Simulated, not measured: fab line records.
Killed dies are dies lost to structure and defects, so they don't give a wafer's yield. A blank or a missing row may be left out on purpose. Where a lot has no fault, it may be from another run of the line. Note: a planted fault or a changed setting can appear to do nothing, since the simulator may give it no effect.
Problem report, 8D (eight disciplines) form, completed by code + flow berkeley-cmos170 + the parts of the form that need people (team, actions taken, sign-off) are left out

1. THE ISSUE
Mean of strip-time-to-endpoint-s at UCB170_NSD_STRIP_09: 35.13 s over 3 wafers from 1 lot, against 35.82 s (standard deviation 0.06) on wafers with no fault. That is -12 standard deviations from the usual mean.
The step: strips in O2.
First observed at day 10 21:47: wafer L878.1, on plasma-asher-02. The record has a number at this step for 39 wafers belonging to 13 lots. The rule behind "out" and "out of limits": a value lying over 4 standard deviations away from the usual mean. The other wafers with a number count as sound.

2. WHAT IT IS, WHAT IT ISN'T
| question                    | is                       | is not                                                                 |
|-----------------------------|--------------------------|------------------------------------------------------------------------|
| which readings at this step | strip-time-to-endpoint-s | drypump-motor-current-A                                                |
| which lots                  | L878                     | L861, L862, L864, L865, L866, L867, L869, L870, L871, L873, L877, L883 |
| which wafers of those lots  | all that have a number   | -                                                                      |
| read on which tools         | plasma-asher-02          | plasma-asher-01, plasma-asher-03                                       |
| when                        | from day 10 21:47        | up to then (33 sound wafers); but 3 sound wafers of L883 came after    |

3. WHAT RULES OUT EACH SUSPECT
Counting: a tool at any process step up to the reading remains a suspect when it ran all the lots that are out and ran no sound lot after the first of those.
- litho-track-04 at UCB170_NSD_COAT_01 (resist thk 900 nm): kept. It ran the lot that is out, L878 (day 10 11:17), and no sound lot after that; its last sound lot up to then is L877 (day 9 23:15).
- plasma-asher-02 at UCB170_NSD_STRIP_09 (strips in O2): ruled out as a lasting fault. Sound lots L883 ran on it after its first lot that is out, L878 (day 10 21:47).
After counting, what remains is litho-track-04 at UCB170_NSD_COAT_01.

4. THE CAUSE (what the simulator had put in)
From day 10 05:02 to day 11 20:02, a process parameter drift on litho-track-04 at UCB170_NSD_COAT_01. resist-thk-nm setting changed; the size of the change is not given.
Counting left only this tool.

5. SEQUENCE OF EFFECTS, ordered by route
Each row: a reading where the mean over the struck wafers with a number is more than 3 standard deviations away from the usual. Only readings whose record carries a usual standard deviation are examined. hours: median over the lots of the time between each lot's start at the first step of this table that gives one and its start at this step. sigmas: the change, counted in usual standard deviations.
| hours | step                | reading                  | usual   | on struck wafers | change | sigmas |
|-------|---------------------|--------------------------|---------|------------------|--------|--------|
| 0     | UCB170_NSD_STRIP_09 | strip-time-to-endpoint-s | 35.82 s | 35.13            | -0.69  | -12    |
It contains these process steps:
- UCB170_NSD_STRIP_09: strips in O2.

6. WHAT WOULD HAVE CAUGHT IT SOONER
First out-of-limits reading in this record: day 10 21:47, which is 17 hours after fault onset at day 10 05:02.
Tool readings at UCB170_NSD_COAT_01 with a usual standard deviation given in the record: none out on any struck wafer, hence no alarm at a limit of 4 standard deviations on them.
Lots out: 1; all had begun UCB170_NSD_COAT_01 on litho-track-04 by day 10 21:47. A hold on the tool at that time would have spared none of them.
